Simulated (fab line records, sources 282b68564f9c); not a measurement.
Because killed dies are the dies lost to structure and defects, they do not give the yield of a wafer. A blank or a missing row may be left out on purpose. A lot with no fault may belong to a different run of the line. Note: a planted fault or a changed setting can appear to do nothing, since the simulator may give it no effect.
Comparing a struck lot with a sound one -- flow rit-cmos -- 43 out of 202 route steps
Sound: wafers L726.2, L726.3, L726.6. The struck wafers were L719.1, L719.5, L719.6. At the end, the cause is stated.
Each step with rows lists, per side, the tool, then ch with its chambers, then its first start. Under that, the readings that differ: sound wafers -- struck wafers -- difference of the means -- sigmas: that difference in standard deviations of wafers without a fault.
alike: readings with means less than 2 such deviations apart, plus words and numbers identical on both sides. not compared: withheld readings, readings lacking a value on some wafer, bounds such as >300 that could conceal the same value, and numbers that have no deviation in the record and whose values overlap.
Wherever a step has rows on one side only, a row that says differs or no value, or a row with sigmas, the two part there. Numbers that don't overlap but have no deviation are shown without sigmas and don't part them. A reading missing from all wafers of one side parts the sides only when that side holds two or more wafers.

first, 3 steps without rows for these wafers: RIT_PSD_HARDBAKE_07 (time 60 s); RIT_PSD_IMPLANT_08; RIT_PSD_STRIP_09 (strips in O2, time 180 s).
RIT_PSD_TW_MEAS_10:
  sound on film-metro-02 at day 7 00:55; struck on film-metro-01 at day 5 15:43
  alike: PSD_TW
then, 4 steps without rows for these wafers: RIT_SDANNEAL_CLEAN_00 (cleans in SC1, time 600 s); RIT_SDANNEAL_CLEAN_01 (cleans in dHF, time 30 s); RIT_SDANNEAL_CLEAN_02 (cleans in SC2, time 600 s); RIT_SDANNEAL_RTA_03 (time 5 s).
RIT_SDANNEAL_RS_MEAS_04: measures by four-point-probe.
  sound on film-metro-01 at day 7 01:25; struck on film-metro-04 at day 5 16:11
  alike: PSD_RS
RIT_SDANNEAL_RS_MEAS_05: measures by four-point-probe.
  sound on film-metro-01 at day 7 01:32; struck on film-metro-04 at day 5 16:19
  alike: NSD_RS
RIT_SDANNEAL_RS_MEAS_06: measures by four-point-probe.
  sound on film-metro-01 at day 7 01:40; struck on film-metro-04 at day 5 16:26
  alike: PLDD_RS
RIT_SDANNEAL_RS_MEAS_07: measures by four-point-probe.
  sound on film-metro-01 at day 7 01:47; struck on film-metro-04 at day 5 16:33
  alike: NLDD_RS
RIT_SILICIDE_WET_ETCH_00: etches SiO2 in BOE, target depth 14 nm, time 15.5 s.
  sound on wet-bench-01 ch 2, day 7 01:53; struck on wet-bench-03 ch 2, day 5 16:40
RIT_SILICIDE_SPUTTER_01: material Ti, target thk 30 nm, time 240 s.
  sound on pvd-sputter-01 at day 7 01:53; struck on pvd-sputter-02 at day 5 16:41
  alike: throttle-valve-pct
RIT_SILICIDE_RS_MEAS_02: measures by four-point-probe.
  sound on film-metro-03 at day 7 02:04; struck on film-metro-02 at day 5 16:50
  alike: SILICIDE_TI_RS
RIT_SILICIDE_THK_MEAS_03: measures by xrf.
  sound on film-metro-03 at day 7 02:10; struck on film-metro-02 at day 5 16:58
reading,sound,struck,difference,sigmas
SILICIDE_TI_THK (nm),30.9 30.9 30.7,30.0 29.8 29.9,-0.9,-3
then, 3 steps without rows for these wafers: RIT_SILICIDE_RTA_04 (time 10 s, ramp up 5 s, ramp down 5 s); RIT_SILICIDE_WET_ETCH_05 (etches Ti in SPM, time 120 s); RIT_SILICIDE_RTA_06 (time 10 s, ramp up 5 s, ramp down 10 s).
RIT_CONTACT_CVD_00: deposits SiO2 from TEOS, target thk 400 nm, time 61 s.
  sound on pecvd-03 ch 0,1, day 7 02:24; struck on pecvd-02 ch 0,1,2, day 5 17:11
  alike: heater-power-w
  not compared: since-wet-clean-h
RIT_CONTACT_THK_MEAS_01:
  sound on film-metro-01 at day 7 02:28; struck on film-metro-03 at day 5 17:14
  alike: CONTACT_TEOS_THK
then, 6 steps without rows for these wafers: RIT_CONTACT_HMDS_02 (prime time 60 s); RIT_CONTACT_COAT_03 (resist thk 1000 nm); RIT_CONTACT_SOFTBAKE_04 (time 60 s); RIT_CONTACT_EXPOSE_05 (exposes mask M11, target cd 1000 nm); RIT_CONTACT_PEB_06; RIT_CONTACT_DEVELOP_07 (develop time 120 s).
RIT_CONTACT_CD_MEAS_08: target cd 1000 nm.
  sound on cd-sem-01 at day 7 03:41; struck on cd-sem-01 at day 5 18:18
  alike: cd-nm
RIT_CONTACT_OVL_MEAS_09:
  sound on overlay-02 at day 7 03:47; struck on overlay-01 at day 5 18:25
  alike: CONTACT_OVL
then, 1 step without rows for these wafers: RIT_CONTACT_HARDBAKE_10 (time 60 s).
RIT_CONTACT_ETCH_11: etches SiO2 in CHF3/CF4/Ar, stops on TiSi2, target depth 480 nm, time 320 s.
  sound on rie-diel-02 ch 1,3, day 7 03:58; struck on rie-diel-01 ch 0,1,2, day 5 18:36
  alike: cf4-flow-sccm, drypump-motor-current-A, oes-product-au, throttle-valve-pct
  not compared: rf-hours-counter-h
RIT_CONTACT_STRIP_12: strips in O2, time 180 s.
  sound on plasma-asher-01 ch 0,1, day 7 04:10; struck on plasma-asher-03 ch 0,1, day 5 18:48
  alike: drypump-motor-current-A, o2-flow-sccm
  not compared: rf-hours-counter-h
RIT_CONTACT_CD_MEAS_90: target cd 1000 nm.
  sound on cd-sem-01 at day 7 04:22; struck on cd-sem-02 at day 5 18:58
  alike: cd-nm
then, 2 steps without rows for these wafers: RIT_CONTACT_CLEAN_13 (cleans in SC1, time 600 s); RIT_CONTACT_CLEAN_14 (cleans in SC2, time 600 s).
RIT_M1_SPUTTER_00: material Al, target thk 400 nm, time 500 s.
  sound on pvd-sputter-04 at day 7 04:49; struck on pvd-sputter-03 at day 5 19:28
  alike: throttle-valve-pct
RIT_M1_RS_MEAS_01: measures by four-point-probe.
  sound on film-metro-04 at day 7 05:07; struck on film-metro-04 at day 5 19:45
  alike: M1_AL_RS
RIT_M1_THK_MEAS_02: measures by xrf.
  sound on film-metro-04 at day 7 05:14; struck on film-metro-04 at day 5 19:52
  alike: M1_AL_THK
then, 4 steps without rows for these wafers: RIT_M1_HMDS_03 (prime time 60 s); RIT_M1_COAT_04 (resist thk 1300 nm); RIT_M1_SOFTBAKE_05 (time 60 s); RIT_M1_EXPOSE_06 (exposes mask M12, target cd 2600 nm).
RIT_M1_PROBE_99:
  sound on prober-02 at day 7 09:21; struck on prober-01 at day 6 00:18
reading,sound,struck,difference,sigmas
killed-at-front-end,3 3 12,35 33 38,+29,+10
killed-dies,3 3 12,35 33 38,+29,+10
  alike: killed-on-rim, killed-open, killed-short

WHERE THEY PART
Last at RIT_M1_PROBE_99 as far as this record goes, first at RIT_SILICIDE_THK_MEAS_03.

WHY: what the simulator had put in
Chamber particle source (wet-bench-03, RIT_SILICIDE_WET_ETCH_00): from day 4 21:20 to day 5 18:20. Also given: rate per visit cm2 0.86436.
